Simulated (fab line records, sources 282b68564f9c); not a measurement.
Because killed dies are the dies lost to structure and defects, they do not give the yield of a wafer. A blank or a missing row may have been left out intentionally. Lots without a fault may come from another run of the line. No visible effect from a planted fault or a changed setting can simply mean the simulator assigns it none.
Struck lot and sound lot, side by side ; flow ritCmos ; 33 out of 202 route steps
Sound: wafers L569.1, L569.2, L569.5. Wafers struck: L578.1, L578.3, L578.5. Last of all comes the cause.
At each step with rows: each side's tool, then ch and its chambers, then its first start. Under that, the readings that differ: sound wafers ; struck wafers ; difference of the means ; sigmas: that difference in standard deviations of wafers without a fault.
alike: readings whose means differ by less than 2 such deviations, and words and numbers that are the same on both sides. not compared: withheld readings, readings that some wafer has no value for, bounds like >300 that may hide the same value, and numbers for which the record gives no deviation and whose values overlap.
A row with sigmas, a row that says differs or no value, or rows on one side alone: a step with any of these is where the two part. Numbers that don't overlap but have no deviation are shown without sigmas and don't part them. A reading that every wafer of one side lacks parts them only if that side has two wafers or more.

first, 1 step without rows for these wafers: RIT_PLDD_IMPLANT_08.
RIT_PLDD_STRIP_09: strips in O2, time 180 s.
  sound on plasmaAsher-01 ch 0,1, day 4 06:07; struck on plasmaAsher-03 ch 0,1, day 6 04:56
  alike: drypumpMotorCurrentA
  not compared: rfHoursCounterH
RIT_PLDD_TW_MEAS_10:
  sound on filmMetro-04, day 4 06:17; struck on filmMetro-03, day 6 05:06
  alike: PLDD_TW
then, 4 steps without rows for these wafers: RIT_SPACER_CLEAN_00 (cleans in SC1, time 600 s); RIT_SPACER_CLEAN_01 (cleans in dHF, time 30 s); RIT_SPACER_CLEAN_02 (cleans in SC2, time 600 s); RIT_SPACER_CVD_03 (deposits Si3N4 from SiH2Cl2/NH3, target thk 250 nm, time 3300 s).
RIT_SPACER_THK_MEAS_04:
  sound on filmMetro-01, day 4 08:39; struck on filmMetro-04, day 6 07:49
  alike: SPACER_NITRIDE_THK
RIT_SPACER_ETCHBACK_05: etches Si3N4 in SF6/CHF3, stops on SiO2, target depth 250 nm, time 240 s.
  sound on rieDiel-01 ch 2,3, day 4 08:43; struck on rieDiel-03 ch 1,2, day 6 07:53
reading;sound;struck;difference;sigmas
throttleValvePct (%);10.22 10.18 10.17;10.55 10.58 10.57;+0.38;+3
  alike: drypumpMotorCurrentA, oesProductAu
  not compared: rfHoursCounterH
then, 3 steps without rows for these wafers: RIT_NSD_HMDS_00 (prime time 60 s); RIT_NSD_COAT_01 (resist thk 1000 nm); RIT_NSD_SOFTBAKE_02 (time 60 s).
RIT_NSD_EXPOSE_03: exposes mask M9, target cd 40700 nm.
  sound on ilineStepper-01 ch 0, day 4 09:19; struck on ilineStepper-01 ch 0, day 6 08:29
reading;sound;struck;difference;sigmas
mask;M9#0 M9#0 M9#0;M10#0 M10#0 M10#0;differs;
  alike: stageVelMmS
then, 2 steps without rows for these wafers: RIT_NSD_PEB_04; RIT_NSD_DEVELOP_05 (develop time 50 s).
RIT_NSD_OVL_MEAS_06:
  sound on overlay-01, day 4 09:43; struck on overlay-01, day 6 08:53
reading;sound;struck;difference;sigmas
NSD_OVL (nm);-1.5 -1.8 -1.3;- - -;no value on the struck wafers;
then, 2 steps without rows for these wafers: RIT_NSD_HARDBAKE_07 (time 60 s); RIT_NSD_IMPLANT_08.
RIT_NSD_STRIP_09: strips in O2, time 180 s.
  sound on plasmaAsher-04 ch 0,1, day 4 10:03; struck on plasmaAsher-02 ch 0,1, day 6 09:13
  alike: drypumpMotorCurrentA
  not compared: rfHoursCounterH
RIT_NSD_TW_MEAS_10:
  sound on filmMetro-03, day 4 10:13; struck on filmMetro-04, day 6 09:23
reading;sound;struck;difference;sigmas
NSD_TW;3091 3089 3089;30 29 30;-3060;-99 or more
then, 6 steps without rows for these wafers: RIT_PSD_HMDS_00 (prime time 60 s); RIT_PSD_COAT_01 (resist thk 1000 nm); RIT_PSD_SOFTBAKE_02 (time 60 s); RIT_PSD_EXPOSE_03 (exposes mask M10, target cd 40900 nm); RIT_PSD_PEB_04; RIT_PSD_DEVELOP_05 (develop time 50 s).
RIT_PSD_OVL_MEAS_06:
  sound on overlay-01, day 4 11:16; struck on overlay-01, day 6 10:18
  alike: PSD_OVL
then, 2 steps without rows for these wafers: RIT_PSD_HARDBAKE_07 (time 60 s); RIT_PSD_IMPLANT_08.
RIT_PSD_STRIP_09: strips in O2, time 180 s.
  sound on plasmaAsher-03 ch 0,1, day 4 11:40; struck on plasmaAsher-03 ch 0,1, day 6 10:38
  alike: drypumpMotorCurrentA
  not compared: rfHoursCounterH
RIT_PSD_TW_MEAS_10:
  sound on filmMetro-03, day 4 11:50; struck on filmMetro-03, day 6 10:49
reading;sound;struck;difference;sigmas
PSD_TW;3373 3386 3394;3592 3605 3579;+208;+12
then, 1 step without rows for these wafers: RIT_SDANNEAL_CLEAN_00 (cleans in SC1, time 600 s).
RIT_M1_PROBE_99:
  sound on prober-01, day 4 21:20; struck on prober-02, day 6 19:01
reading;sound;struck;difference;sigmas
killedAtFrontEnd;10 12 8;263 264 264;+254;+85
killedDies;10 12 9;264 264 264;+254;+85
killedOnRim;3 1 4;70 70 70;+67;+52
  alike: killedAtContacts, killedOpen, killedShort

## WHERE THEY PART
At RIT_SPACER_ETCHBACK_05 first; at RIT_M1_PROBE_99 last (within this record only).

WHY: whatever the simulator had introduced
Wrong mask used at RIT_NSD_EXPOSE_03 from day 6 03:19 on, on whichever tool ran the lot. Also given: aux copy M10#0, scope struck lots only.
